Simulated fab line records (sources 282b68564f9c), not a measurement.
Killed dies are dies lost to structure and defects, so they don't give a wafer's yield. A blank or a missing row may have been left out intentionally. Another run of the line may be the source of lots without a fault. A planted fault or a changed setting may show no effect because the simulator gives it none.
A struck lot beside a sound one :: flow rit_cmos :: 17 out of 202 route steps
Sound: these wafers, L909.1, L909.4, L909.6. Struck: wafers L901.2, L901.3, L901.5. The cause comes at the end.
Per side, at each step with rows, come the tool, then ch with its chambers, and then its first start. Under that, the readings that differ: sound wafers :: struck wafers :: difference of the means :: sigmas: that difference in standard deviations of wafers without a fault.
alike: readings whose means differ by less than 2 such deviations, and words and numbers that are the same on both sides. not compared: withheld readings, readings that some wafer has no value for, bounds like >300 that may hide the same value, and numbers for which the record gives no deviation and whose values overlap.
A row with sigmas, a row that says differs or no value, or rows on one side alone: a step with any of these is where the two part. Numbers that have no deviation but don't overlap get no sigmas and don't part them. A reading missing from all wafers of one side parts the sides only when that side holds two or more wafers.

first, 1 step without rows for these wafers: RIT_ACTIVE_OXIDATION_01 (target thk 46.8 nm, ox time 3360 s).
RIT_ACTIVE_THK_MEAS_02:
  sound: film_metro-01 at day 5 18:19; struck: film_metro-02 at day 4 01:07
  alike: ACTIVE_OXIDE_THK
then, 1 step without rows for these wafers: RIT_ACTIVE_CVD_03 (deposits Si3N4 from SiH2Cl2/NH3, target thk 150 nm, time 1500 s).
RIT_ACTIVE_THK_MEAS_04:
  sound: film_metro-04 at day 5 19:48; struck: film_metro-01 at day 4 02:59
  alike: ACTIVE_NITRIDE_THK
then, 6 steps without rows for these wafers: RIT_ACTIVE_HMDS_05 (prime time 60 s); RIT_ACTIVE_COAT_06 (resist thk 1000 nm); RIT_ACTIVE_SOFTBAKE_07 (time 60 s); RIT_ACTIVE_EXPOSE_08 (exposes mask M1, target cd 1400 nm); RIT_ACTIVE_PEB_09; RIT_ACTIVE_DEVELOP_10 (develop time 50 s).
RIT_ACTIVE_CD_MEAS_11 targets a cd of 1400 nm.
  sound: cd_sem-01 at day 5 20:50; struck: cd_sem-02 at day 4 03:54
  alike: cd_nm
then, 1 step without rows for these wafers: RIT_ACTIVE_HARDBAKE_12 (time 60 s).
RIT_ACTIVE_ETCH_13: etches Si3N4 in SF6, stops on SiO2, time 210 s, target depth 210 nm.
  sound on rie_diel-02 ch 0,2, day 5 21:06; struck on rie_diel-01 ch 1,2, day 4 04:16
  no value came back on the struck wafers for any of 5 readings (SF6_flow_sccm (sccm), chamber_pressure_mTorr (mTorr) and others); on the sound wafers SF6_flow_sccm (sccm) reads 200.7 199.5 200.7
reading: model.NOVOLAK_of_ACTIVE_COAT_06.thk_nm (nm)
sound: 645.7 647.3 658.8
struck: 885.3 882.6 884.9
difference: +233.7
sigmas: 
  not compared: rf_hours_counter_h, model.SiO2_of_ACTIVE_OXIDATION_01.thk_nm
RIT_ACTIVE_STRIP_14: strips in O2, time 180 s.
  sound on plasma_asher-02 ch 0, day 5 21:14; struck on plasma_asher-02 ch 0,1, day 4 04:23
reading: drypump_motor_current_A (A)
sound: 6.6 6.6 6.6
struck: 6.6 4.9 4.9
difference: -1.1
sigmas: -2
  alike: chamber_pressure_mTorr
  not compared: rf_hours_counter_h
RIT_ACTIVE_CD_MEAS_90 targets a cd of 1400 nm.
  sound: cd_sem-02 at day 5 21:25; struck: cd_sem-02 at day 4 04:35
reading: cd_nm (nm)
sound: 1403.6 1400.8 1401.6
struck: - - -
difference: no value on the struck wafers
sigmas: 
then, 1 step without rows for these wafers: RIT_ACTIVE_CLEAN_15 (cleans in SC1, time 600 s).
RIT_M1_PROBE_99:
  sound: prober-01 at day 8 11:54; struck: prober-01 at day 6 04:15
reading: hold
sound: - - -
struck: await_dispo/5.4h/scrap await_dispo/5.4h/scrap await_dispo/5.4h/scrap
difference: no value on the sound wafers
sigmas: 

reading: killed_at_front_end
sound: 3 2 4
struck: 264 264 264
difference: +261
sigmas: +93

reading: killed_dies
sound: 3 2 4
struck: 264 264 264
difference: +261
sigmas: +97

reading: killed_on_rim
sound: 2 2 1
struck: 70 70 70
difference: +68
sigmas: +53
  alike: killed_at_contacts, killed_open, killed_short

## WHERE THEY PART
Earliest at RIT_ACTIVE_ETCH_13; latest, in this record, at RIT_M1_PROBE_99.

WHY: whatever the simulator had introduced
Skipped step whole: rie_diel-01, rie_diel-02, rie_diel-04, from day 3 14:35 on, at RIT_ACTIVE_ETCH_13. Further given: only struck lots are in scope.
